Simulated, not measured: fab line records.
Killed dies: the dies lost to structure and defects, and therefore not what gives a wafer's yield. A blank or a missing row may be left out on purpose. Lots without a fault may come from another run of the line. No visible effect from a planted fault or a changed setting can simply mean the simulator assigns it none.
Matching of chambers	flow berkeleyCmos170	rieDiel-02 running UCB170_CONTACT_ETCH_17: 4 sister chambers
The step etches BARC in N2/H2. 14 wafers are shown with their chamber, then 7 later ones without.

WAFERS WITH THEIR CHAMBER
wafer	chamber	drypumpMotorCurrentA (A)	oesProductAu (a.u.)	throttleValvePct (%)
L292.2	2	6.2	1.024	13.31
L292.3	3	5.8	1.015	13.19
L292.5	1	5.4	0.963	13.34
L293.1	0	5.2	0.960	13.27
L293.5	1	5.4	0.962	13.36
L293.6	0	5.2	0.962	13.29
L295.3	2	6.2	1.025	13.32
L295.5	3	5.9	1.020	13.18
L295.6	0	5.2	0.956	13.26
L300.3	0	5.2	0.950	13.30
L300.4	2	6.2	1.029	13.31
L300.6	2	6.1	1.028	13.32
L305.1	0	5.2	0.954	13.29
L305.3	3	5.8	1.023	13.19

SIGNATURES, as means of the wafers listed above
reading	chamber 0	chamber 1	chamber 2	chamber 3	scatter within a chamber
drypumpMotorCurrentA	5.200	5.400	6.175	5.833	0.0376
oesProductAu	0.95640	0.96250	1.02650	1.01933	0.00376
throttleValvePct	13.2820	13.3500	13.3150	13.1867	0.012
Rule: for each reading, subtract the chamber's mean from the wafer's reading, divide by that reading's scatter and square the result; add these up over the readings and take the root, which gives the wafer's distance from the chamber. The wafer belongs to the nearest chamber; if the next one is less than 2 further off, it can't be placed. The scatter is the square root of a quotient: the sum, over the shown wafers, of each reading's squared deviation from its chamber's mean, divided by wafers minus chambers.

WAFERS WITH NO CHAMBER GIVEN
wafer	drypumpMotorCurrentA (A)	oesProductAu (a.u.)	throttleValvePct (%)
L305.6	6.2	0.995	13.33
L311.1	6.2	1.005	13.35
L311.2	5.8	1.037	13.18
L311.6	5.9	1.022	13.20
L309.3	5.2	0.961	13.29
L309.4	5.9	1.033	13.17
L309.5	5.4	0.974	13.34

WHICH CHAMBER EACH WENT THROUGH
wafer	from the rows above	in truth
L305.6	2	2
L311.1	2	2
L311.2	3	3
L311.6	3	3
L309.3	0	0
L309.4	3	3
L309.5	1	1
Correctly placed: 7 of 7. Left unplaced by these rows: 0. 0 placed wrongly.
